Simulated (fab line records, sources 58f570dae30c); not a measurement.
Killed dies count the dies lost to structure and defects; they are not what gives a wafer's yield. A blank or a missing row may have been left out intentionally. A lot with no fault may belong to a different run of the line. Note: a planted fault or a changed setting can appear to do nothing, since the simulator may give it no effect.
Which tool was responsible? / flow berkeley-cmos170 / 13 lots with 39 wafers sampled at 6 steps, on a route of 331 steps

## WHAT EACH GAUGE READ, for each wafer
UCB170_GATE_CD_MEAS_12: the cd target is 350 nm.
lot=L884; measured=day 7 12:15; on=cd-sem-01; cd-nm (nm)=350.4 350.0 350.8
lot=L883; measured=day 7 12:23; on=cd-sem-01; cd-nm (nm)=349.1 349.6 350.2
lot=L886; measured=day 7 21:20; on=cd-sem-01; cd-nm (nm)=350.3 349.6 349.7
lot=L887; measured=day 7 21:44; on=cd-sem-01; cd-nm (nm)=350.6 351.3 351.0
lot=L888; measured=day 7 22:21; on=cd-sem-01; cd-nm (nm)=350.0 349.5 348.9
lot=L889; measured=day 8 04:55; on=cd-sem-01; cd-nm (nm)=349.9 350.3 350.4
lot=L891; measured=day 8 20:31; on=cd-sem-02; cd-nm (nm)=351.9 351.3 351.2
lot=L892; measured=day 8 21:13; on=cd-sem-01; cd-nm (nm)=349.3 349.3 348.2
lot=L894; measured=day 9 14:22; on=cd-sem-01; cd-nm (nm)=375.0 375.2 374.8
lot=L899; measured=day 10 13:29; on=cd-sem-02; cd-nm (nm)=348.4 350.1 349.4
lot=L898; measured=day 10 13:42; on=cd-sem-02; cd-nm (nm)=350.5 350.4 350.4
lot=L905; measured=day 11 19:31; on=cd-sem-01; cd-nm (nm)=348.1 348.5 349.8
lot=L906; measured=day 12 06:34; on=cd-sem-02; cd-nm (nm)=351.7 349.9 349.3

UCB170_GATE_CD_MEAS_90: the cd target is 350 nm.
lot=L884; measured=day 7 12:51; on=cd-sem-01; cd-nm (nm)=350.8 351.2 350.9
lot=L883; measured=day 7 13:07; on=cd-sem-01; cd-nm (nm)=349.1 349.8 349.7
lot=L886; measured=day 7 22:05; on=cd-sem-01; cd-nm (nm)=349.6 350.4 349.8
lot=L887; measured=day 7 22:27; on=cd-sem-01; cd-nm (nm)=350.9 350.8 350.1
lot=L888; measured=day 7 22:57; on=cd-sem-01; cd-nm (nm)=349.7 349.5 348.7
lot=L889; measured=day 8 05:28; on=cd-sem-01; cd-nm (nm)=350.0 350.8 350.0
lot=L891; measured=day 8 20:52; on=cd-sem-01; cd-nm (nm)=351.5 351.5 351.2
lot=L892; measured=day 8 21:34; on=cd-sem-01; cd-nm (nm)=349.2 348.4 348.3
lot=L894; measured=day 9 14:43; on=cd-sem-01; cd-nm (nm)=375.6 375.0 375.4
lot=L899; measured=day 10 13:49; on=cd-sem-02; cd-nm (nm)=348.7 350.3 349.8
lot=L898; measured=day 10 14:06; on=cd-sem-02; cd-nm (nm)=349.7 349.7 349.8
lot=L905; measured=day 11 19:52; on=cd-sem-02; cd-nm (nm)=348.0 348.9 350.6
lot=L906; measured=day 12 06:54; on=cd-sem-01; cd-nm (nm)=351.5 349.1 349.2

UCB170_PSD_OVL_MEAS_07.
lot=L884; measured=day 8 02:15; on=overlay-02; PSD_OVL (nm)=-5 0 3
lot=L883; measured=day 8 02:32; on=overlay-02; PSD_OVL (nm)=5 10 13
lot=L886; measured=day 8 10:48; on=overlay-01; PSD_OVL (nm)=-13 -5 -6
lot=L887; measured=day 8 10:34; on=overlay-02; PSD_OVL (nm)=0 7 -7
lot=L888; measured=day 8 13:07; on=overlay-01; PSD_OVL (nm)=-7 6 1
lot=L889; measured=day 8 18:05; on=overlay-01; PSD_OVL (nm)=-4 -2 -5
lot=L891; measured=day 9 09:35; on=overlay-01; PSD_OVL (nm)=0 1 2
lot=L892; measured=day 9 09:49; on=overlay-01; PSD_OVL (nm)=-2 7 1
lot=L894; measured=day 10 04:49; on=overlay-01; PSD_OVL (nm)=-5 -4 -7
lot=L899; measured=day 11 03:44; on=overlay-01; PSD_OVL (nm)=3 1 3
lot=L898; measured=day 11 03:34; on=overlay-02; PSD_OVL (nm)=-1 -7 -4
lot=L905; measured=day 12 09:24; on=overlay-02; PSD_OVL (nm)=1 1 4
lot=L906; measured=day 12 21:14; on=overlay-02; PSD_OVL (nm)=-2 14 7

UCB170_V2_CD_MEAS_12: the cd target is 700 nm.
lot=L884; measured=day 9 01:32; on=cd-sem-01; cd-nm (nm)=699.5 697.5 699.3
lot=L883; measured=day 9 03:16; on=cd-sem-01; cd-nm (nm)=699.2 698.7 698.7
lot=L886; measured=day 9 16:21; on=cd-sem-02; cd-nm (nm)=700.2 700.1 699.6
lot=L887; measured=day 9 16:54; on=cd-sem-01; cd-nm (nm)=701.1 702.3 701.0
lot=L888; measured=day 9 21:04; on=cd-sem-01; cd-nm (nm)=700.5 699.6 699.2
lot=L889; measured=day 9 21:20; on=cd-sem-02; cd-nm (nm)=700.8 700.3 700.4
lot=L891; measured=day 10 12:55; on=cd-sem-02; cd-nm (nm)=698.6 698.9 698.8
lot=L892; measured=day 10 13:40; on=cd-sem-01; cd-nm (nm)=698.1 698.1 699.1
lot=L894; measured=day 11 05:33; on=cd-sem-02; cd-nm (nm)=699.2 699.4 699.5
lot=L899; measured=day 12 04:55; on=cd-sem-02; cd-nm (nm)=702.8 701.1 700.2
lot=L898; measured=day 12 06:18; on=cd-sem-01; cd-nm (nm)=702.7 701.7 703.5
lot=L905; measured=day 13 08:11; on=cd-sem-01; cd-nm (nm)=701.6 701.7 701.9
lot=L906; measured=day 13 17:29; on=cd-sem-02; cd-nm (nm)=700.6 699.9 699.1

UCB170_M3_CD_MEAS_90: the cd target is 700 nm.
lot=L884; measured=day 9 04:37; on=cd-sem-01; cd-nm (nm)=702.2 701.9 702.4
lot=L883; measured=day 9 06:30; on=cd-sem-01; cd-nm (nm)=697.3 697.0 697.2
lot=L886; measured=day 9 20:23; on=cd-sem-01; cd-nm (nm)=702.6 703.1 701.8
lot=L887; measured=day 9 20:44; on=cd-sem-02; cd-nm (nm)=698.8 695.8 697.2
lot=L888; measured=day 10 00:19; on=cd-sem-01; cd-nm (nm)=700.9 700.0 699.5
lot=L889; measured=day 10 01:54; on=cd-sem-01; cd-nm (nm)=701.6 699.4 701.7
lot=L891; measured=day 10 17:18; on=cd-sem-02; cd-nm (nm)=704.7 701.6 702.7
lot=L892; measured=day 10 17:41; on=cd-sem-02; cd-nm (nm)=701.6 702.7 704.3
lot=L894; measured=day 11 09:40; on=cd-sem-01; cd-nm (nm)=703.0 703.2 701.7
lot=L899; measured=day 12 08:19; on=cd-sem-01; cd-nm (nm)=701.7 700.8 701.5
lot=L898; measured=day 12 10:03; on=cd-sem-02; cd-nm (nm)=698.2 700.8 696.1
lot=L905; measured=day 13 11:44; on=cd-sem-01; cd-nm (nm)=704.7 703.3 702.4
lot=L906; measured=day 13 21:08; on=cd-sem-02; cd-nm (nm)=700.9 704.2 700.6

## WHAT TOOL EACH LOT RAN ON (gives the tool, then ch and the chambers of the sampled wafers, and finally the start)
lot=L884; UCB170_GATE_EXPOSE_09=krf-scanner-01 ch 0, day 7 11:40
lot=L883; UCB170_GATE_EXPOSE_09=krf-scanner-01 ch 0, day 7 11:49
lot=L886; UCB170_GATE_EXPOSE_09=krf-scanner-02 ch 0, day 7 20:54
lot=L887; UCB170_GATE_EXPOSE_09=krf-scanner-02 ch 0, day 7 21:01
lot=L888; UCB170_GATE_EXPOSE_09=krf-scanner-01 ch 0, day 7 21:28
lot=L889; UCB170_GATE_EXPOSE_09=krf-scanner-01 ch 0, day 8 03:40
lot=L891; UCB170_GATE_EXPOSE_09=krf-scanner-01 ch 0, day 8 20:07
lot=L892; UCB170_GATE_EXPOSE_09=krf-scanner-01 ch 0, day 8 20:40
lot=L894; UCB170_GATE_EXPOSE_09=krf-scanner-01 ch 0, day 9 13:31
lot=L899; UCB170_GATE_EXPOSE_09=krf-scanner-02 ch 0, day 10 12:34
lot=L898; UCB170_GATE_EXPOSE_09=krf-scanner-02 ch 0, day 10 12:42
lot=L905; UCB170_GATE_EXPOSE_09=krf-scanner-02 ch 0, day 11 19:08
lot=L906; UCB170_GATE_EXPOSE_09=krf-scanner-01 ch 0, day 12 06:04
- UCB170_GATE_EXPOSE_09: exposes mask POLY, target cd 350 nm.

## WHAT THE TOOLS THEMSELVES READ (means of the sampled wafers that have a number; where no wafer has one, the mark that the record gives instead)
The record holds no such reading with a usual standard deviation.

## THE ANSWER, worked out from the rows above alone
Rule: the usual values come from the lots themselves. Put in order of their means at a reading, lots are off if they are a third of the lots or fewer, leave a main group of 4 or more, and stand apart from it by a gap of 3 or more times the standard deviation of the main group's means; of several such gaps the widest counts. The tables above print the reading to a certain number of digits; a main group whose means all agree to those digits is not used. Also off: a lot with no number at a reading for which 4 or more lots have one. All remaining lots with rows at the step are treated as sound. After the gauges, taken in route order, come the tools' own readings; for these a lot's mean is taken, as printed above. At the first step where some lot is off, the reading lying furthest off is the one used; lots without a number count as furthest.
Off: L894 (UCB170_GATE_CD_MEAS_12, cd-nm). The main group: mean 350.0 nm, standard deviation 0.77.
If a tool, at a process step before that reading, ran all the lots that are off and no sound lot after the first of them, it fits. Those tools and the gauges at UCB170_GATE_CD_MEAS_12 are tried in the same way. No candidate that was tried fits.

## WHAT THE SIMULATOR HAD INSERTED
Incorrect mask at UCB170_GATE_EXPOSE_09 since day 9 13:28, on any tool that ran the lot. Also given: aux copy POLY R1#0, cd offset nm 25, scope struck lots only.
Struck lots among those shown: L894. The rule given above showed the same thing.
